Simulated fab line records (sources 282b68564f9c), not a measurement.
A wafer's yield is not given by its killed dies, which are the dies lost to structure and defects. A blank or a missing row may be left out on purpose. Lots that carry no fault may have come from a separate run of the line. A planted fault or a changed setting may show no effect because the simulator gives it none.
fab line records || flow rit_cmos
record: {"lots": 13, "wafers": 39, "last_day": 7}
route steps=202 shown FOX2@26 M1@202
lots with no fault: from the same line, run without faults
start_h: hours from the record's opening day to when the first of the lot's shown wafers began || wait_h: time in hours since the lot's previous step || " same as the row above || L1.1+2: one row covering several wafers at once || - no value, or no start given || * or withheld: withheld || < > ~ a bound
route shown NAME@n: names a module that has steps shown in the file, with the first one's number in the route || usual: mean and standard deviation over wafers with no fault || same: alike in all rows || chamber/n: place in a boat || sites: each site's reading || _std_site: the standard deviation of these || _edge_site: mean of outer sites minus mean of inner sites || radius_mm: for every site, how far away it sits from the centre of the wafer || mask NAME#n: copy n || behind: the tool/chamber that last shaped the wafer || hold: the reason the lot was held/the length of the hold in hours/how it ended || device: the n, p or np transistor that did not switch || end of line: at the end of the route, the tests of the same wafers || where a step has no rows: the recipe by itself || killed: not the wafer's yield, but the dies lost to structure and defects at the first sort || map: dies across one wafer; x = killed, . = not, _ = none there
set.NAME: the setting as run; set.NAME@STEP: as run at that earlier step || model.NAME: the simulator's own value behind a step, which no gauge read
the route's steps for a sample of lots (tables are steps, rows are wafers)
services: a tool's chamber out of use, with start hour (start_h, from the record's first day; less than 0 if before it), hours out, and reason
== steps ==
step: RIT_FOX2_WET_ETCH_03
recipe: {"chemistry": "H3PO4", "target": "Si3N4", "target_depth_nm": 195, "temp_c": 165, "time_s": 2700}
usual: {"bath_heat_duty_pct": "27.5/2"}
{"lot.wafer": "L675.2", "tool": "wet_bench-03", "chamber": 3, "start_h": 21.49, "wait_h": 0.0, "bath_heat_duty_pct": 30.6}
{"lot.wafer": "L675.4", "tool": "wet_bench-03", "chamber": 3, "start_h": 21.49, "wait_h": 0.0, "bath_heat_duty_pct": 32.8}
{"lot.wafer": "L675.6", "tool": "wet_bench-03", "chamber": 3, "start_h": 21.49, "wait_h": 0.0, "bath_heat_duty_pct": 30.4}
{"lot.wafer": "L676.1", "tool": "wet_bench-02", "chamber": 1, "start_h": 25.20, "wait_h": 0.0, "bath_heat_duty_pct": 27.3}
{"lot.wafer": "L676.3", "tool": "wet_bench-02", "chamber": 1, "start_h": 25.20, "wait_h": 0.0, "bath_heat_duty_pct": 25.8}
{"lot.wafer": "L676.4", "tool": "wet_bench-02", "chamber": 1, "start_h": 25.20, "wait_h": 0.0, "bath_heat_duty_pct": 25.7}
{"lot.wafer": "L677.3", "tool": "wet_bench-03", "chamber": 0, "start_h": 30.20, "wait_h": 0.0, "bath_heat_duty_pct": 27.4}
{"lot.wafer": "L677.5", "tool": "wet_bench-03", "chamber": 0, "start_h": 30.20, "wait_h": 0.0, "bath_heat_duty_pct": 27.8}
{"lot.wafer": "L677.6", "tool": "wet_bench-03", "chamber": 0, "start_h": 30.20, "wait_h": 0.0, "bath_heat_duty_pct": 26.0}
{"lot.wafer": "L678.3", "tool": "wet_bench-03", "chamber": 0, "start_h": 34.98, "wait_h": 0.0, "bath_heat_duty_pct": 25.6}
{"lot.wafer": "L678.4", "tool": "wet_bench-03", "chamber": 0, "start_h": 34.98, "wait_h": 0.0, "bath_heat_duty_pct": 27.0}
{"lot.wafer": "L678.5", "tool": "wet_bench-03", "chamber": 0, "start_h": 34.98, "wait_h": 0.0, "bath_heat_duty_pct": 25.8}
{"lot.wafer": "L679.2", "tool": "wet_bench-03", "chamber": 3, "start_h": 39.55, "wait_h": 0.0, "bath_heat_duty_pct": 30.9}
{"lot.wafer": "L679.3", "tool": "wet_bench-03", "chamber": 3, "start_h": 39.55, "wait_h": 0.0, "bath_heat_duty_pct": 32.7}
{"lot.wafer": "L679.5", "tool": "wet_bench-03", "chamber": 3, "start_h": 39.55, "wait_h": 0.0, "bath_heat_duty_pct": 33.4}
{"lot.wafer": "L680.3", "tool": "wet_bench-02", "chamber": 3, "start_h": 45.03, "wait_h": 0.0, "bath_heat_duty_pct": 29.2}
{"lot.wafer": "L680.5", "tool": "wet_bench-02", "chamber": 3, "start_h": 45.03, "wait_h": 0.0, "bath_heat_duty_pct": 29.5}
{"lot.wafer": "L680.6", "tool": "wet_bench-02", "chamber": 3, "start_h": 45.03, "wait_h": 0.0, "bath_heat_duty_pct": 30.3}
{"lot.wafer": "L681.2", "tool": "wet_bench-01", "chamber": 2, "start_h": 49.33, "wait_h": 0.0, "bath_heat_duty_pct": 25.3}
{"lot.wafer": "L681.4", "tool": "wet_bench-01", "chamber": 2, "start_h": 49.33, "wait_h": 0.0, "bath_heat_duty_pct": 23.8}
{"lot.wafer": "L681.6", "tool": "wet_bench-01", "chamber": 2, "start_h": 49.33, "wait_h": 0.0, "bath_heat_duty_pct": 25.1}
{"lot.wafer": "L683.1", "tool": "wet_bench-01", "chamber": 3, "start_h": 61.20, "wait_h": 0.0, "bath_heat_duty_pct": 26.3}
{"lot.wafer": "L683.5", "tool": "wet_bench-01", "chamber": 3, "start_h": 61.20, "wait_h": 0.0, "bath_heat_duty_pct": 26.3}
{"lot.wafer": "L683.6", "tool": "wet_bench-01", "chamber": 3, "start_h": 61.20, "wait_h": 0.0, "bath_heat_duty_pct": 26.0}
{"lot.wafer": "L684.2", "tool": "wet_bench-02", "chamber": 1, "start_h": 65.29, "wait_h": 0.0, "bath_heat_duty_pct": 27.7}
{"lot.wafer": "L684.3", "tool": "wet_bench-02", "chamber": 1, "start_h": 65.29, "wait_h": 0.0, "bath_heat_duty_pct": 28.7}
{"lot.wafer": "L684.6", "tool": "wet_bench-02", "chamber": 1, "start_h": 65.29, "wait_h": 0.0, "bath_heat_duty_pct": 26.9}
{"lot.wafer": "L685.1", "tool": "wet_bench-02", "chamber": 3, "start_h": 70.44, "wait_h": 0.0, "bath_heat_duty_pct": 30.9}
{"lot.wafer": "L685.2", "tool": "wet_bench-02", "chamber": 3, "start_h": 70.44, "wait_h": 0.0, "bath_heat_duty_pct": 29.0}
{"lot.wafer": "L685.6", "tool": "wet_bench-02", "chamber": 3, "start_h": 70.44, "wait_h": 0.0, "bath_heat_duty_pct": 25.8}
{"lot.wafer": "L687.1", "tool": "wet_bench-02", "chamber": 0, "start_h": 80.40, "wait_h": 0.0, "bath_heat_duty_pct": 28.8}
{"lot.wafer": "L687.2", "tool": "wet_bench-02", "chamber": 0, "start_h": 80.40, "wait_h": 0.0, "bath_heat_duty_pct": 28.8}
{"lot.wafer": "L687.5", "tool": "wet_bench-02", "chamber": 0, "start_h": 80.40, "wait_h": 0.0, "bath_heat_duty_pct": 29.1}
{"lot.wafer": "L697.1", "tool": "wet_bench-01", "chamber": 3, "start_h": 129.19, "wait_h": 0.0, "bath_heat_duty_pct": 25.1}
{"lot.wafer": "L697.5", "tool": "wet_bench-01", "chamber": 3, "start_h": 129.19, "wait_h": 0.0, "bath_heat_duty_pct": 27.8}
{"lot.wafer": "L697.6", "tool": "wet_bench-01", "chamber": 3, "start_h": 129.19, "wait_h": 0.0, "bath_heat_duty_pct": 25.7}
{"lot.wafer": "L698.1", "tool": "wet_bench-03", "chamber": 0, "start_h": 138.05, "wait_h": 0.0, "bath_heat_duty_pct": 27.1}
{"lot.wafer": "L698.2", "tool": "wet_bench-03", "chamber": 0, "start_h": 138.05, "wait_h": 0.0, "bath_heat_duty_pct": 26.4}
{"lot.wafer": "L698.6", "tool": "wet_bench-03", "chamber": 0, "start_h": 138.05, "wait_h": 0.0, "bath_heat_duty_pct": 26.0}
step: RIT_M1_PROBE_99
usual: {"killed_at_M0_to_M3": "0.0/0.12", "killed_at_contacts": "0.0/0.2", "killed_at_front_end": "6.6/2.8", "killed_dies": "6.6/2.8", "killed_on_rim": "1.8/1.2", "killed_open": "3.3/1.9", "killed_short": "3.2/1.8"}
same: {"gross_dies": 264, "killed_at_M4_up": 0, "killed_at_back_side": 0, "killed_at_other": 0}
{"lot.wafer": "L675.2", "tool": "prober-02", "chamber": "-", "start_h": 62.46, "wait_h": 0.1, "killed_at_M0_to_M3": 0, "killed_at_contacts": 0, "killed_at_front_end": 6, "killed_dies": 6, "killed_on_rim": 1, "killed_open": 4, "killed_short": 2}
{"lot.wafer": "L675.4", "tool": "prober-02", "chamber": "-", "start_h": 62.56, "wait_h": 0.2, "killed_at_M0_to_M3": 0, "killed_at_contacts": 0, "killed_at_front_end": 8, "killed_dies": 8, "killed_on_rim": 1, "killed_open": 5, "killed_short": 3}
{"lot.wafer": "L675.6", "tool": "prober-02", "chamber": "-", "start_h": 62.66, "wait_h": 0.2, "killed_at_M0_to_M3": 0, "killed_at_contacts": 0, "killed_at_front_end": 7, "killed_dies": 7, "killed_on_rim": 3, "killed_open": 4, "killed_short": 3}
{"lot.wafer": "L676.1", "tool": "prober-01", "chamber": "-", "start_h": 66.58, "wait_h": 0.1, "killed_at_M0_to_M3": 0, "killed_at_contacts": 0, "killed_at_front_end": 6, "killed_dies": 6, "killed_on_rim": 3, "killed_open": 2, "killed_short": 4}
{"lot.wafer": "L676.3", "tool": "prober-01", "chamber": "-", "start_h": 66.68, "wait_h": 0.2, "killed_at_M0_to_M3": 0, "killed_at_contacts": 0, "killed_at_front_end": 2, "killed_dies": 2, "killed_on_rim": 0, "killed_open": 0, "killed_short": 2}
{"lot.wafer": "L676.4", "tool": "prober-01", "chamber": "-", "start_h": 66.73, "wait_h": 0.2, "killed_at_M0_to_M3": 1, "killed_at_contacts": 0, "killed_at_front_end": 10, "killed_dies": 11, "killed_on_rim": 4, "killed_open": 3, "killed_short": 7}
{"lot.wafer": "L677.3", "tool": "prober-02", "chamber": "-", "start_h": 73.69, "wait_h": 0.2, "killed_at_M0_to_M3": 0, "killed_at_contacts": 0, "killed_at_front_end": 2, "killed_dies": 2, "killed_on_rim": 0, "killed_open": 0, "killed_short": 2}
{"lot.wafer": "L677.5", "tool": "prober-02", "chamber": "-", "start_h": 73.79, "wait_h": 0.2, "killed_at_M0_to_M3": 0, "killed_at_contacts": 0, "killed_at_front_end": 10, "killed_dies": 10, "killed_on_rim": 1, "killed_open": 3, "killed_short": 7}
{"lot.wafer": "L677.6", "tool": "prober-02", "chamber": "-", "start_h": 73.84, "wait_h": 0.2, "killed_at_M0_to_M3": 0, "killed_at_contacts": 0, "killed_at_front_end": 5, "killed_dies": 5, "killed_on_rim": 2, "killed_open": 3, "killed_short": 2}
{"lot.wafer": "L678.3", "tool": "prober-01", "chamber": "-", "start_h": 75.19, "wait_h": 0.2, "killed_at_M0_to_M3": 0, "killed_at_contacts": 0, "killed_at_front_end": 6, "killed_dies": 6, "killed_on_rim": 0, "killed_open": 1, "killed_short": 5}
{"lot.wafer": "L678.4", "tool": "prober-01", "chamber": "-", "start_h": 75.24, "wait_h": 0.2, "killed_at_M0_to_M3": 0, "killed_at_contacts": 0, "killed_at_front_end": 6, "killed_dies": 6, "killed_on_rim": 2, "killed_open": 3, "killed_short": 3}
{"lot.wafer": "L678.5", "tool": "prober-01", "chamber": "-", "start_h": 75.29, "wait_h": 0.2, "killed_at_M0_to_M3": 0, "killed_at_contacts": 0, "killed_at_front_end": 9, "killed_dies": 9, "killed_on_rim": 1, "killed_open": 7, "killed_short": 2}
{"lot.wafer": "L679.2", "tool": "prober-02", "chamber": "-", "start_h": 79.87, "wait_h": 0.1, "killed_at_M0_to_M3": 0, "killed_at_contacts": 0, "killed_at_front_end": 10, "killed_dies": 10, "killed_on_rim": 2, "killed_open": 7, "killed_short": 3}
{"lot.wafer": "L679.3", "tool": "prober-02", "chamber": "-", "start_h": 79.92, "wait_h": 0.2, "killed_at_M0_to_M3": 0, "killed_at_contacts": 0, "killed_at_front_end": 5, "killed_dies": 5, "killed_on_rim": 1, "killed_open": 4, "killed_short": 1}
{"lot.wafer": "L679.5", "tool": "prober-02", "chamber": "-", "start_h": 80.02, "wait_h": 0.2, "killed_at_M0_to_M3": 0, "killed_at_contacts": 0, "killed_at_front_end": 7, "killed_dies": 7, "killed_on_rim": 1, "killed_open": 5, "killed_short": 2}
{"lot.wafer": "L680.3", "tool": "prober-01", "chamber": "-", "start_h": 84.91, "wait_h": 0.2, "killed_at_M0_to_M3": 0, "killed_at_contacts": 0, "killed_at_front_end": 9, "killed_dies": 9, "killed_on_rim": 2, "killed_open": 4, "killed_short": 5}
{"lot.wafer": "L680.5", "tool": "prober-01", "chamber": "-", "start_h": 85.01, "wait_h": 0.2, "killed_at_M0_to_M3": 0, "killed_at_contacts": 0, "killed_at_front_end": 10, "killed_dies": 10, "killed_on_rim": 3, "killed_open": 6, "killed_short": 4}
{"lot.wafer": "L680.6", "tool": "prober-01", "chamber": "-", "start_h": 85.06, "wait_h": 0.2, "killed_at_M0_to_M3": 0, "killed_at_contacts": 0, "killed_at_front_end": 8, "killed_dies": 8, "killed_on_rim": 3, "killed_open": 3, "killed_short": 5}
{"lot.wafer": "L681.2", "tool": "prober-02", "chamber": "-", "start_h": 88.72, "wait_h": 0.1, "killed_at_M0_to_M3": 0, "killed_at_contacts": 0, "killed_at_front_end": 8, "killed_dies": 8, "killed_on_rim": 4, "killed_open": 4, "killed_short": 4}
{"lot.wafer": "L681.4", "tool": "prober-02", "chamber": "-", "start_h": 88.82, "wait_h": 0.2, "killed_at_M0_to_M3": 0, "killed_at_contacts": 0, "killed_at_front_end": 8, "killed_dies": 8, "killed_on_rim": 1, "killed_open": 3, "killed_short": 5}
{"lot.wafer": "L681.6", "tool": "prober-02", "chamber": "-", "start_h": 88.92, "wait_h": 0.2, "killed_at_M0_to_M3": 0, "killed_at_contacts": 1, "killed_at_front_end": 10, "killed_dies": 11, "killed_on_rim": 2, "killed_open": 5, "killed_short": 6}
{"lot.wafer": "L683.1", "tool": "prober-02", "chamber": "-", "start_h": 102.82, "wait_h": 0.1, "killed_at_M0_to_M3": 0, "killed_at_contacts": 1, "killed_at_front_end": 3, "killed_dies": 4, "killed_on_rim": 1, "killed_open": 3, "killed_short": 1}
{"lot.wafer": "L683.5", "tool": "prober-02", "chamber": "-", "start_h": 103.02, "wait_h": 0.2, "killed_at_M0_to_M3": 0, "killed_at_contacts": 0, "killed_at_front_end": 6, "killed_dies": 6, "killed_on_rim": 2, "killed_open": 3, "killed_short": 3}
{"lot.wafer": "L683.6", "tool": "prober-02", "chamber": "-", "start_h": 103.07, "wait_h": 0.2, "killed_at_M0_to_M3": 0, "killed_at_contacts": 0, "killed_at_front_end": 2, "killed_dies": 2, "killed_on_rim": 1, "killed_open": 1, "killed_short": 1}
{"lot.wafer": "L684.2", "tool": "prober-01", "chamber": "-", "start_h": 105.06, "wait_h": 0.1, "killed_at_M0_to_M3": 0, "killed_at_contacts": 0, "killed_at_front_end": 4, "killed_dies": 4, "killed_on_rim": 2, "killed_open": 2, "killed_short": 2}
{"lot.wafer": "L684.3", "tool": "prober-01", "chamber": "-", "start_h": 105.11, "wait_h": 0.2, "killed_at_M0_to_M3": 0, "killed_at_contacts": 0, "killed_at_front_end": 7, "killed_dies": 7, "killed_on_rim": 3, "killed_open": 5, "killed_short": 2}
{"lot.wafer": "L684.6", "tool": "prober-01", "chamber": "-", "start_h": 105.26, "wait_h": 0.2, "killed_at_M0_to_M3": 0, "killed_at_contacts": 0, "killed_at_front_end": 6, "killed_dies": 6, "killed_on_rim": 2, "killed_open": 2, "killed_short": 4}
{"lot.wafer": "L685.1", "tool": "prober-02", "chamber": "-", "start_h": 111.51, "wait_h": 0.1, "killed_at_M0_to_M3": 0, "killed_at_contacts": 0, "killed_at_front_end": 9, "killed_dies": 9, "killed_on_rim": 2, "killed_open": 4, "killed_short": 5}
{"lot.wafer": "L685.2", "tool": "prober-02", "chamber": "-", "start_h": 111.56, "wait_h": 0.1, "killed_at_M0_to_M3": 0, "killed_at_contacts": 0, "killed_at_front_end": 3, "killed_dies": 3, "killed_on_rim": 0, "killed_open": 0, "killed_short": 3}
{"lot.wafer": "L685.6", "tool": "prober-02", "chamber": "-", "start_h": 111.76, "wait_h": 0.2, "killed_at_M0_to_M3": 0, "killed_at_contacts": 0, "killed_at_front_end": 5, "killed_dies": 5, "killed_on_rim": 2, "killed_open": 3, "killed_short": 2}
{"lot.wafer": "L687.1", "tool": "prober-02", "chamber": "-", "start_h": 119.42, "wait_h": 0.1, "killed_at_M0_to_M3": 0, "killed_at_contacts": 0, "killed_at_front_end": 35, "killed_dies": 35, "killed_on_rim": 5, "killed_open": 5, "killed_short": 5}
{"lot.wafer": "L687.2", "tool": "prober-02", "chamber": "-", "start_h": 119.47, "wait_h": 0.1, "killed_at_M0_to_M3": 0, "killed_at_contacts": 0, "killed_at_front_end": 32, "killed_dies": 32, "killed_on_rim": 7, "killed_open": 3, "killed_short": 4}
{"lot.wafer": "L687.5", "tool": "prober-02", "chamber": "-", "start_h": 119.62, "wait_h": 0.2, "killed_at_M0_to_M3": 0, "killed_at_contacts": 0, "killed_at_front_end": 28, "killed_dies": 28, "killed_on_rim": 5, "killed_open": 3, "killed_short": 2}
{"lot.wafer": "L697.1", "tool": "prober-02", "chamber": "-", "start_h": 174.75, "wait_h": 0.1, "killed_at_M0_to_M3": 0, "killed_at_contacts": 0, "killed_at_front_end": 8, "killed_dies": 8, "killed_on_rim": 4, "killed_open": 4, "killed_short": 4}
{"lot.wafer": "L697.5", "tool": "prober-02", "chamber": "-", "start_h": 174.95, "wait_h": 0.2, "killed_at_M0_to_M3": 0, "killed_at_contacts": 0, "killed_at_front_end": 8, "killed_dies": 8, "killed_on_rim": 2, "killed_open": 3, "killed_short": 5}
{"lot.wafer": "L697.6", "tool": "prober-02", "chamber": "-", "start_h": 175.00, "wait_h": 0.2, "killed_at_M0_to_M3": 0, "killed_at_contacts": 0, "killed_at_front_end": 4, "killed_dies": 4, "killed_on_rim": 1, "killed_open": 2, "killed_short": 2}
{"lot.wafer": "L698.1", "tool": "prober-01", "chamber": "-", "start_h": 178.94, "wait_h": 0.1, "killed_at_M0_to_M3": 0, "killed_at_contacts": 0, "killed_at_front_end": 4, "killed_dies": 4, "killed_on_rim": 0, "killed_open": 2, "killed_short": 2}
{"lot.wafer": "L698.2", "tool": "prober-01", "chamber": "-", "start_h": 178.99, "wait_h": 0.1, "killed_at_M0_to_M3": 0, "killed_at_contacts": 0, "killed_at_front_end": 2, "killed_dies": 2, "killed_on_rim": 0, "killed_open": 2, "killed_short": 0}
{"lot.wafer": "L698.6", "tool": "prober-01", "chamber": "-", "start_h": 179.19, "wait_h": 0.2, "killed_at_M0_to_M3": 0, "killed_at_contacts": 0, "killed_at_front_end": 4, "killed_dies": 4, "killed_on_rim": 1, "killed_open": 1, "killed_short": 3}
killed by level:class
L675.2 SPACER:geometric_particle:open=2 SILICIDE:geometric_particle:open=2 FOX1:geometric_particle:short=1 GATE:geometric_particle:short=1
L675.4 FOX1:geometric_particle:open=2 SPACER:geometric_particle:short=2 SPACER:geometric_particle:open=2 FOX2:geometric_particle:open=1 SILICIDE:geometric_particle:short=1
L675.6 FOX1:geometric_particle:open=2 ACTIVE:geometric_particle:open=1 FOX1:geometric_particle:short=1 GATE:geometric_particle:short=1 GATE:geometric_particle:open=1 SPACER:geometric_particle:short=1
L676.1 GATE:geometric_particle:short=2 GATE:geometric_particle:open=1 REOX:geometric_particle:short=1 SPACER:geometric_particle:open=1 SPACER:geometric_particle:short=1
L676.3 GATE:geometric_particle:short=2
L676.4 REOX:geometric_particle:short=3 GATE:geometric_particle:short=2 REOX:geometric_particle:open=2 SILICIDE:geometric_particle:short=2 SILICIDE:geometric_particle:open=1 M1:coat_microbubble_printed=1
L677.3 GATE:geometric_particle:short=1 SPACER:geometric_particle:short=1
L677.5 GATE:geometric_particle:short=3 GATE:geometric_particle:open=2 SPACER:geometric_particle:short=2 SILICIDE:geometric_particle:short=2 SILICIDE:geometric_particle:open=1
L677.6 FOX1:geometric_particle:short=1 FOX1:geometric_particle:open=1 GATE:geometric_particle:open=1 GATE:geometric_particle:short=1 SPACER:geometric_particle:open=1
L678.3 FOX1:geometric_particle:short=2 GATE:geometric_particle:short=2 REOX:geometric_particle:open=1 SPACER:geometric_particle:short=1
L678.4 GATE:geometric_particle:open=2 SPACER:geometric_particle:short=2 GATE:geometric_particle:short=1 SPACER:geometric_particle:open=1
L678.5 GATE:geometric_particle:open=4 ACTIVE:geometric_particle:open=1 FOX1:geometric_particle:short=1 FOX1:geometric_particle:open=1 GATE:geometric_particle:short=1 SILICIDE:geometric_particle:open=1
L679.2 REOX:geometric_particle:open=3 GATE:geometric_particle:open=2 FOX1:geometric_particle:short=1 FOX1:geometric_particle:open=1 GATE:geometric_particle:short=1 REOX:geometric_particle:short=1 SILICIDE:geometric_particle:open=1
L679.3 GATE:geometric_particle:open=3 FOX1:geometric_particle:short=1 SPACER:geometric_particle:open=1
L679.5 GATE:geometric_particle:open=2 REOX:geometric_particle:open=1 SPACER:geometric_particle:open=1 SPACER:geometric_particle:short=1 SILICIDE:geometric_particle:open=1 SILICIDE:geometric_particle:short=1
L680.3 FOX1:geometric_particle:open=2 GATE:geometric_particle:open=2 SPACER:geometric_particle:short=2 FOX1:geometric_particle:short=1 GATE:geometric_particle:short=1 REOX:geometric_particle:short=1
L680.5 FOX1:geometric_particle:open=4 GATE:geometric_particle:short=2 FOX1:geometric_particle:short=1 REOX:geometric_particle:open=1 SILICIDE:geometric_particle:open=1 SILICIDE:geometric_particle:short=1
L680.6 GATE:geometric_particle:open=2 FOX1:geometric_particle:short=1 FOX2:geometric_particle:short=1 GATE:geometric_particle:short=1 REOX:geometric_particle:short=1 SILICIDE:geometric_particle:open=1 SILICIDE:geometric_particle:short=1
L681.2 FOX2:geometric_particle:open=2 FOX1:geometric_particle:short=1 FOX2:geometric_particle:short=1 GATE:geometric_particle:open=1 REOX:geometric_particle:short=1 SPACER:geometric_particle:short=1 SPACER:geometric_particle:open=1
L681.4 SPACER:geometric_particle:short=3 FOX2:geometric_particle:open=2 FOX2:geometric_particle:short=1 SPACER:geometric_particle:open=1 SILICIDE:geometric_particle:short=1
L681.6 SPACER:geometric_particle:open=2 FOX1:geometric_particle:open=1 FOX2:geometric_particle:open=1 FOX2:geometric_particle:short=1 GATE:geometric_particle:short=1 REOX:geometric_particle:short=1 SILICIDE:geometric_particle:open=1 SPACER:geometric_particle:short=1
L683.1 FOX1:geometric_particle:open=1 FOX2:geometric_particle:short=1 SPACER:geometric_particle:open=1 CONTACT:geometric_particle:open=1
L683.5 GATE:geometric_particle:short=2 GATE:geometric_particle:open=2 FOX1:geometric_particle:open=1 FOX1:geometric_particle:short=1
L683.6 REOX:geometric_particle:open=1 SPACER:geometric_particle:short=1
L684.2 SPACER:geometric_particle:short=2 REOX:geometric_particle:open=1 SPACER:geometric_particle:open=1
L684.3 FOX1:geometric_particle:open=2 SPACER:geometric_particle:open=2 FOX2:geometric_particle:open=1 REOX:geometric_particle:short=1 SPACER:geometric_particle:short=1
L684.6 REOX:geometric_particle:short=2 GATE:geometric_particle:short=1 REOX:geometric_particle:open=1 SPACER:geometric_particle:open=1 SPACER:geometric_particle:short=1
L685.1 FOX1:geometric_particle:open=4 GATE:geometric_particle:short=4 FOX1:geometric_particle:short=1
L685.2 FOX1:geometric_particle:short=1 GATE:geometric_particle:short=1 SPACER:geometric_particle:short=1
L685.6 FOX1:geometric_particle:open=1 FOX1:geometric_particle:short=1 FOX2:geometric_particle:open=1 SILICIDE:geometric_particle:open=1 SILICIDE:geometric_particle:short=1
L687.1 FOX2:unspecified=25 GATE:geometric_particle:open=4 SPACER:geometric_particle:short=3 FOX1:geometric_particle:short=1 FOX2:geometric_particle:open=1 GATE:geometric_particle:short=1
L687.2 FOX2:unspecified=25 GATE:geometric_particle:short=3 FOX1:geometric_particle:open=1 FOX2:geometric_particle:short=1 FOX2:geometric_particle:open=1 SILICIDE:geometric_particle:open=1
L687.5 FOX2:unspecified=23 FOX2:geometric_particle:open=1 FOX2:geometric_particle:short=1 GATE:geometric_particle:open=1 SPACER:geometric_particle:short=1 SILICIDE:geometric_particle:open=1
L697.1 SPACER:geometric_particle:short=2 SPACER:geometric_particle:open=2 GATE:geometric_particle:open=1 REOX:geometric_particle:short=1 REOX:geometric_particle:open=1 SILICIDE:geometric_particle:short=1
L697.5 GATE:geometric_particle:short=2 GATE:geometric_particle:open=2 FOX1:geometric_particle:short=1 REOX:geometric_particle:short=1 SPACER:geometric_particle:short=1 SPACER:geometric_particle:open=1
L697.6 GATE:geometric_particle:open=2 REOX:geometric_particle:short=1 SPACER:geometric_particle:short=1
L698.1 FOX2:geometric_particle:short=1 FOX2:geometric_particle:open=1 SPACER:geometric_particle:short=1 SILICIDE:geometric_particle:open=1
L698.2 GATE:geometric_particle:open=1 SPACER:geometric_particle:open=1
L698.6 GATE:geometric_particle:short=2 FOX2:geometric_particle:open=1 SPACER:geometric_particle:short=1
== services ==
{"tool": "wet_bench-01", "chamber": "-", "start_h": 90.80, "hours": 7.5, "kind": "repair"}
== key ==
first_sign: {"step": "RIT_M1_PROBE_99", "reading": "killed_at_front_end", "direction": "up", "sigmas": 9, "usual": 6.6, "struck": 31.7}
effect: {"step": "RIT_M1_PROBE_99", "reading": "killed_dies", "direction": "up", "sigmas": 8.9, "usual": 6.6, "struck": 31.7}
met_at RIT_FOX2_WET_ETCH_03
struck_lots L687
struck_wafers L687.1,L687.2,L687.5
tester_left_out L687
fault: {"kind": "chamber_particle_source", "tool": "wet_bench-02", "chamber": 0, "onset_h": 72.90, "steps": "RIT_FOX2_WET_ETCH_03", "rate_per_visit_cm2": 0.39629, "end_h": 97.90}
tester_left_out: of these lots the tester's yield and bins aren't shown, on N5 and GAA mostly nor the transistor test; their killed dies are dies lost to structure and defects alone, not to doping, threshold or leakage, so they don't give the yield
